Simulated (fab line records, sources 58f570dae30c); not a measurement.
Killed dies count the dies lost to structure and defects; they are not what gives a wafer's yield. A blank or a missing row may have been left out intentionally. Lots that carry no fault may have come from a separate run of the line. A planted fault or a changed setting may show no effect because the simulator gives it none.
Which tool is to blame? / flow berkeley_cmos170 / 14 lots with 42 wafers sampled at 3 steps, on a route of 331 steps

WHAT EACH GAUGE READ, for each wafer
UCB170_V1_OVL_MEAS_13. Usual: V1_OVL gives -1 nm (standard deviation 5).
lot=L614; measured=day 8 12:43; on=overlay-01; V1_OVL (nm)=-1 6 -2; flag=
lot=L616; measured=day 9 01:47; on=overlay-01; V1_OVL (nm)=-4 -7 -7; flag=
lot=L615; measured=day 9 03:29; on=overlay-01; V1_OVL (nm)=5 1 -1; flag=
lot=L618; measured=day 9 21:07; on=overlay-01; V1_OVL (nm)=0 1 0; flag=
lot=L621; measured=day 9 21:23; on=overlay-02; V1_OVL (nm)=-14 -13 -7; flag=
lot=L622; measured=day 9 21:40; on=overlay-01; V1_OVL (nm)=-3 5 9; flag=
lot=L620; measured=day 9 21:53; on=overlay-02; V1_OVL (nm)=-8 1 -1; flag=
lot=L619; measured=day 9 22:13; on=overlay-02; V1_OVL (nm)=1 -2 1; flag=
lot=L623; measured=day 11 03:37; on=overlay-02; V1_OVL (nm)=0 -3 0; flag=
lot=L626; measured=day 11 04:01; on=overlay-01; V1_OVL (nm)=3 6 4; flag=
lot=L625; measured=day 11 04:16; on=overlay-02; V1_OVL (nm)=2 3 4; flag=
lot=L631; measured=day 12 09:45; on=overlay-02; V1_OVL (nm)=7 8 0; flag=
lot=L633; measured=day 12 13:56; on=overlay-02; V1_OVL (nm)=1 2 5; flag=
lot=L637; measured=day 13 04:16; on=overlay-02; V1_OVL (nm)=2 -1 -4; flag=

UCB170_V2_BOW_MEAS_03. Usual: V2_BOW gives 34 um (standard deviation 8.1).
lot=L614; measured=day 8 17:11; on=film_metro-02; V2_BOW (um)=42 49 32; flag=
lot=L616; measured=day 9 06:10; on=film_metro-02; V2_BOW (um)=44 32 20; flag=
lot=L615; measured=day 9 07:22; on=film_metro-02; V2_BOW (um)=36 37 27; flag=
lot=L618; measured=day 10 01:23; on=film_metro-04; V2_BOW (um)=35 40 33; flag=
lot=L621; measured=day 10 01:50; on=film_metro-02; V2_BOW (um)=55 44 35; flag=
lot=L622; measured=day 10 01:59; on=film_metro-04; V2_BOW (um)=39 36 33; flag=
lot=L620; measured=day 10 02:22; on=film_metro-02; V2_BOW (um)=40 30 36; flag=
lot=L619; measured=day 10 02:25; on=film_metro-04; V2_BOW (um)=39 23 36; flag=
lot=L623; measured=day 11 08:44; on=film_metro-04; V2_BOW (um)=42 33 33; flag=
lot=L626; measured=day 11 09:02; on=film_metro-04; V2_BOW (um)=45 40 40; flag=
lot=L625; measured=day 11 09:52; on=film_metro-03; V2_BOW (um)=33 23 30; flag=
lot=L631; measured=day 12 15:29; on=film_metro-03; V2_BOW (um)=42 40 29; flag=
lot=L633; measured=day 12 18:25; on=film_metro-02; V2_BOW (um)=36 38 44; flag=
lot=L637; measured=day 13 07:56; on=film_metro-02; V2_BOW (um)=46 40 34; flag=

WHICH TOOL RAN EACH LOT (tool, then ch and the chambers of the sampled wafers, then the start)
lot=L614; UCB170_M2_ETCH_17=rie_diel-03 ch 0,1,2, day 8 16:01
lot=L616; UCB170_M2_ETCH_17=rie_diel-02 ch 0,1, day 9 05:13
lot=L615; UCB170_M2_ETCH_17=rie_diel-03 ch 0,1,2, day 9 06:23
lot=L618; UCB170_M2_ETCH_17=rie_diel-03 ch 1,2,3, day 10 00:13
lot=L621; UCB170_M2_ETCH_17=rie_diel-02 ch 0,1, day 10 00:52
lot=L622; UCB170_M2_ETCH_17=rie_diel-03 ch 0,2,3, day 10 01:00
lot=L620; UCB170_M2_ETCH_17=rie_diel-02 ch 0,1,3, day 10 01:13
lot=L619; UCB170_M2_ETCH_17=rie_diel-03 ch 1,2,3, day 10 01:27
lot=L623; UCB170_M2_ETCH_17=rie_diel-04 ch 0,2,3, day 11 07:46
lot=L626; UCB170_M2_ETCH_17=rie_diel-02 ch 0,3, day 11 08:03
lot=L625; UCB170_M2_ETCH_17=rie_diel-04 ch 0,3, day 11 08:52
lot=L631; UCB170_M2_ETCH_17=rie_diel-04 ch 0,2,3, day 12 14:31
lot=L633; UCB170_M2_ETCH_17=rie_diel-02 ch 2,3, day 12 17:25
lot=L637; UCB170_M2_ETCH_17=rie_diel-02 ch 1,2,3, day 13 06:59
- UCB170_M2_ETCH_17: etches BARC in N2/H2.

WHAT THE TOOLS THEMSELVES READ (means of the sampled wafers that have a number; where no wafer has one, the mark that the record gives instead)
UCB170_M2_ETCH_17. Usual: drypump_motor_current_A 5.8 A, standard deviation 0.33; oes_product_au 1.001 a.u., standard deviation 0.02; throttle_valve_pct 13.32 %, standard deviation 0.19.
lot=L614; tool=rie_diel-03; drypump_motor_current_A (A)=5.8; oes_product_au (a.u.)=1.013; throttle_valve_pct (%)=13.23; flag=
lot=L616; tool=rie_diel-02; drypump_motor_current_A (A)=5.5; oes_product_au (a.u.)=1.005; throttle_valve_pct (%)=13.36; flag=
lot=L615; tool=rie_diel-03; drypump_motor_current_A (A)=5.8; oes_product_au (a.u.)=1.015; throttle_valve_pct (%)=13.24; flag=
lot=L618; tool=rie_diel-03; drypump_motor_current_A (A)=5.7; oes_product_au (a.u.)=1.005; throttle_valve_pct (%)=13.16; flag=
lot=L621; tool=rie_diel-02; drypump_motor_current_A (A)=5.5; oes_product_au (a.u.)=0.997; throttle_valve_pct (%)=13.35; flag=
lot=L622; tool=rie_diel-03; drypump_motor_current_A (A)=5.7; oes_product_au (a.u.)=1.016; throttle_valve_pct (%)=13.08; flag=
lot=L620; tool=rie_diel-02; drypump_motor_current_A (A)=5.8; oes_product_au (a.u.)=1.000; throttle_valve_pct (%)=13.43; flag=
lot=L619; tool=rie_diel-03; drypump_motor_current_A (A)=5.7; oes_product_au (a.u.)=1.010; throttle_valve_pct (%)=13.16; flag=
lot=L623; tool=rie_diel-04; drypump_motor_current_A (A)=6.0; oes_product_au (a.u.)=0.986; throttle_valve_pct (%)=13.31; flag=
lot=L626; tool=rie_diel-02; drypump_motor_current_A (A)=6.0; oes_product_au (a.u.)=0.991; throttle_valve_pct (%)=13.52; flag=
lot=L625; tool=rie_diel-04; drypump_motor_current_A (A)=6.2; oes_product_au (a.u.)=0.975; throttle_valve_pct (%)=13.25; flag=
lot=L631; tool=rie_diel-04; drypump_motor_current_A (A)=6.0; oes_product_au (a.u.)=0.985; throttle_valve_pct (%)=13.30; flag=
lot=L633; tool=rie_diel-02; drypump_motor_current_A (A)=6.2; oes_product_au (a.u.)=0.983; throttle_valve_pct (%)=13.49; flag=
lot=L637; tool=rie_diel-02; drypump_motor_current_A (A)=5.9; oes_product_au (a.u.)=0.993; throttle_valve_pct (%)=13.40; flag=

THE ANSWER, worked out from the rows above alone
Rule: a lot is off if the mean of its wafers that have a number lies more than 3 standard deviations from the usual mean. Also off: a lot with no number at a reading for which 4 or more lots have one. All remaining lots with rows at the step are treated as sound. After the gauges, taken in route order, come the tools' own readings; for these a lot's mean is taken, as printed above. At the first step where some lot is off, the reading lying furthest off is the one used; lots without a number count as furthest.
Across all readings shown, no lot is off: no conclusion can be drawn from this.

WHAT WAS PUT IN BY THE SIMULATOR
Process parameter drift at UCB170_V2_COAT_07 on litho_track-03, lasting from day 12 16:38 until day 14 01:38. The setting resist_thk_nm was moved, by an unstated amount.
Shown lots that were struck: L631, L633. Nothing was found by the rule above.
